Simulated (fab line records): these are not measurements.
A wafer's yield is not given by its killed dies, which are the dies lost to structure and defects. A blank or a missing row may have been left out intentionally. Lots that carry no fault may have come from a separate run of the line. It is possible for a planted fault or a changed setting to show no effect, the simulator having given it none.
What tool caused it? | flow ritCmos | 15 lots with 45 wafers sampled at 6 steps, on a route of 202 steps

== WHAT THE GAUGES SHOWED, per wafer ==
RIT_FOX2_THK_MEAS_91.
lot  | measured    | on           | FIELD_OXIDE_LEFT_2_THK (nm)
L548 | day 2 11:55 | filmMetro-04 | 252 245 242
L549 | day 2 17:24 | filmMetro-01 | 263 267 266
L550 | day 2 22:02 | filmMetro-01 | 272 262 262
L553 | day 3 14:42 | filmMetro-02 | 253 254 252
L554 | day 3 23:07 | filmMetro-04 | 254 253 250
L556 | day 4 08:59 | filmMetro-01 | 251 249 255
L557 | day 4 13:52 | filmMetro-01 | 260 263 269
L559 | day 4 21:49 | filmMetro-02 | 245 244 253
L560 | day 5 02:36 | filmMetro-04 | 266 256 262
L561 | day 5 07:48 | filmMetro-01 | 249 250 246
L562 | day 5 10:29 | filmMetro-04 | 250 252 247
L563 | day 5 15:43 | filmMetro-04 | 250 251 249
L569 | day 6 20:31 | filmMetro-02 | 270 272 272
L570 | day 7 01:55 | filmMetro-01 | 263 259 261
L571 | day 7 07:01 | filmMetro-02 | 269 273 277

RIT_SDANNEAL_RS_MEAS_04: measurement is done with a four-point probe.
lot  | measured    | on           | PSD_RS (ohm/sq)
L548 | day 3 08:57 | filmMetro-03 | 115.6 115.0 115.5
L549 | day 3 20:50 | filmMetro-04 | 115.9 115.7 115.4
L550 | day 3 21:09 | filmMetro-03 | 115.0 115.0 114.9
L553 | day 4 16:01 | filmMetro-01 | 114.9 114.9 114.8
L554 | day 4 21:23 | filmMetro-04 | 115.1 115.1 115.2
L556 | day 5 05:57 | filmMetro-03 | 115.7 115.3 115.3
L557 | day 5 11:40 | filmMetro-04 | 115.6 115.7 115.4
L559 | day 5 18:58 | filmMetro-04 | 115.6 115.3 115.6
L560 | day 5 23:37 | filmMetro-01 | 115.2 115.6 115.3
L561 | day 6 05:33 | filmMetro-03 | 115.6 115.1 115.7
L562 | day 6 05:18 | filmMetro-04 | 115.9 115.8 115.7
L563 | day 6 13:24 | filmMetro-04 | 115.2 115.1 115.4
L569 | day 7 20:05 | filmMetro-04 | 115.2 115.2 115.3
L570 | day 8 05:23 | filmMetro-01 | 115.8 115.9 115.3
L571 | day 8 06:26 | filmMetro-03 | 115.2 115.3 115.3

RIT_SILICIDE_RS_MEAS_02: measurement is done with a four-point probe.
lot  | measured    | on           | SILICIDE_TI_RS (ohm/sq)
L548 | day 3 09:35 | filmMetro-02 | 49.8 50.2 50.6
L549 | day 3 21:29 | filmMetro-04 | 50.9 50.4 51.1
L550 | day 3 21:47 | filmMetro-04 | 51.3 51.6 50.9
L553 | day 4 16:40 | filmMetro-04 | 50.7 50.4 50.8
L554 | day 4 22:02 | filmMetro-04 | 49.3 49.2 49.4
L556 | day 5 06:35 | filmMetro-01 | 49.8 49.7 49.5
L557 | day 5 12:19 | filmMetro-01 | 50.4 49.6 49.4
L559 | day 5 19:37 | filmMetro-04 | 50.9 50.9 51.3
L560 | day 6 00:16 | filmMetro-02 | - - -
L561 | day 6 06:12 | filmMetro-02 | - - -
L562 | day 6 05:56 | filmMetro-02 | - - -
L563 | day 6 14:03 | filmMetro-04 | 50.4 50.7 50.5
L569 | day 7 20:44 | filmMetro-02 | 51.3 51.4 50.9
L570 | day 8 06:01 | filmMetro-02 | 50.4 50.9 50.8
L571 | day 8 07:05 | filmMetro-01 | 49.8 48.9 48.8

RIT_SILICIDE_THK_MEAS_03: measures by xrf.
lot  | measured    | on           | SILICIDE_TI_THK (nm)
L548 | day 3 09:43 | filmMetro-02 | 29.1 28.9 28.7
L549 | day 3 21:35 | filmMetro-04 | 28.4 28.8 28.4
L550 | day 3 21:53 | filmMetro-04 | 28.4 28.2 28.5
L553 | day 4 16:47 | filmMetro-04 | 28.3 28.5 28.2
L554 | day 4 22:08 | filmMetro-04 | 29.0 29.1 28.8
L556 | day 5 06:42 | filmMetro-01 | 28.9 29.0 29.0
L557 | day 5 12:25 | filmMetro-01 | 28.7 29.1 29.3
L559 | day 5 19:44 | filmMetro-04 | 28.4 28.4 28.3
L560 | day 6 00:23 | filmMetro-02 | <0.0 <0.0 <0.0
L561 | day 6 06:19 | filmMetro-02 | <0.0 <0.0 <0.0
L562 | day 6 06:04 | filmMetro-02 | <0.0 <0.0 <0.0
L563 | day 6 14:08 | filmMetro-04 | 28.7 28.5 28.5
L569 | day 7 20:50 | filmMetro-02 | 28.4 28.4 28.6
L570 | day 8 06:08 | filmMetro-02 | 28.7 28.6 28.5
L571 | day 8 07:12 | filmMetro-01 | 28.8 29.3 29.3

== EACH LOT AND THE TOOL THAT RAN IT (in order: tool; ch and the chambers of the sampled wafers; start) ==
lot  | RIT_SDANNEAL_RTA_03            | RIT_SILICIDE_SPUTTER_01
L548 | rtpAnneal-02 ch 0, day 3 08:53 | pvdSputter-02, day 3 09:26
L549 | rtpAnneal-01 ch 0, day 3 20:44 | pvdSputter-01, day 3 21:17
L550 | rtpAnneal-02 ch 0, day 3 21:04 | pvdSputter-03, day 3 21:36
L553 | rtpAnneal-01 ch 0, day 4 15:58 | pvdSputter-01, day 4 16:31
L554 | rtpAnneal-02 ch 0, day 4 21:19 | pvdSputter-02, day 4 21:50
L556 | rtpAnneal-02 ch 0, day 5 05:53 | pvdSputter-02, day 5 06:25
L557 | rtpAnneal-01 ch 0, day 5 11:36 | pvdSputter-01, day 5 12:08
L559 | rtpAnneal-01 ch 0, day 5 18:52 | pvdSputter-01, day 5 19:28
L560 | rtpAnneal-02 ch 0, day 5 23:34 | pvdSputter-02, day 6 00:07
L561 | rtpAnneal-02 ch 0, day 6 05:29 | pvdSputter-03, day 6 06:02
L562 | rtpAnneal-01 ch 0, day 6 05:14 | pvdSputter-01, day 6 05:47
L563 | rtpAnneal-01 ch 0, day 6 13:19 | pvdSputter-01, day 6 13:50
L569 | rtpAnneal-01 ch 0, day 7 20:01 | pvdSputter-01, day 7 20:32
L570 | rtpAnneal-02 ch 0, day 8 05:19 | pvdSputter-01, day 8 05:52
L571 | rtpAnneal-01 ch 0, day 8 06:23 | pvdSputter-02, day 8 06:56
- RIT_SDANNEAL_RTA_03: time 5.174 s.
- RIT_SILICIDE_SPUTTER_01: material Ti, target thk 30 nm, time 240 s.

== WHAT THE TOOLS THEMSELVES READ (means of the sampled wafers that have a number; where no wafer has one, the mark that the record gives instead) ==
RIT_SDANNEAL_RTA_03.
lot  | tool         | wafer_temp_C_max
L548 | rtpAnneal-02 | 1053.5
L549 | rtpAnneal-01 | 1053.9
L550 | rtpAnneal-02 | 1053.6
L553 | rtpAnneal-01 | 1053.3
L554 | rtpAnneal-02 | 1053.8
L556 | rtpAnneal-02 | 1053.0
L557 | rtpAnneal-01 | 1053.5
L559 | rtpAnneal-01 | 1053.1
L560 | rtpAnneal-02 | 1053.2
L561 | rtpAnneal-02 | 1053.0
L562 | rtpAnneal-01 | 1052.9
L563 | rtpAnneal-01 | 1053.3
L569 | rtpAnneal-01 | 1053.5
L570 | rtpAnneal-02 | 1054.1
L571 | rtpAnneal-01 | 1053.3

RIT_SILICIDE_SPUTTER_01.
lot  | tool          | cathodeDcPowerW (W) | chamberPressurePa (Pa) | substrateTempC (C) | throttleValvePct (%)
L548 | pvdSputter-02 | 337.55              | 0.6660                 | 24.95              | 30.0
L549 | pvdSputter-01 | 337.49              | 0.6675                 | 25.03              | 30.0
L550 | pvdSputter-03 | 337.50              | 0.6672                 | 24.86              | 31.0
L553 | pvdSputter-01 | 337.50              | 0.6668                 | 24.94              | 30.0
L554 | pvdSputter-02 | 337.44              | 0.6665                 | 25.12              | 29.7
L556 | pvdSputter-02 | 337.50              | 0.6674                 | 24.99              | 29.5
L557 | pvdSputter-01 | 337.46              | 0.6669                 | 24.90              | 29.7
L559 | pvdSputter-01 | 337.46              | 0.6665                 | 24.83              | 30.1
L560 | pvdSputter-02 | -                   | -                      | -                  | -
L561 | pvdSputter-03 | -                   | -                      | -                  | -
L562 | pvdSputter-01 | -                   | -                      | -                  | -
L563 | pvdSputter-01 | 337.52              | 0.6676                 | 25.10              | 29.2
L569 | pvdSputter-01 | 337.47              | 0.6664                 | 25.11              | 30.0
L570 | pvdSputter-01 | 337.56              | 0.6672                 | 25.07              | 29.6
L571 | pvdSputter-02 | 337.59              | 0.6678                 | 24.96              | 31.4

== THE ANSWER, worked out from the rows above alone ==
Rule: what is usual is taken from the lots themselves. The widest of any qualifying gaps counts: lots, ordered by their means at a reading, are off when they make up no more than a third of the lots, leave a main group of 4 or more, and stand apart from it by 3 or more times the standard deviation of that group's means. If all means in a main group match to the digits the tables above print for the reading, that group is not used. A lot without any number at a reading at which 4 lots or more have one is off too. Where the step has rows for the other lots, those lots are counted as sound. After the gauges, taken in route order, come the tools' own readings; for these a lot's mean is taken, as printed above. At the first step where some lot is off, the reading lying furthest off is the one used; lots without a number count as furthest.
Off: at RIT_SILICIDE_RS_MEAS_02 (SILICIDE_TI_RS), L560, L561, L562. Without a number there: L560, L561, L562. The main group: mean 50.4 ohm/sq, standard deviation 0.69.
A tool fits if, at a process step before that reading, it ran every lot that is off, and no sound lot after the first of them. The gauges at RIT_SILICIDE_RS_MEAS_02 aren't tried: what is off there is off at RIT_SILICIDE_SPUTTER_01 too, on other tools, and a gauge's error can't cause that. Not one of the candidates tried fits.

== WHAT HAD BEEN PUT IN BY THE SIMULATOR ==
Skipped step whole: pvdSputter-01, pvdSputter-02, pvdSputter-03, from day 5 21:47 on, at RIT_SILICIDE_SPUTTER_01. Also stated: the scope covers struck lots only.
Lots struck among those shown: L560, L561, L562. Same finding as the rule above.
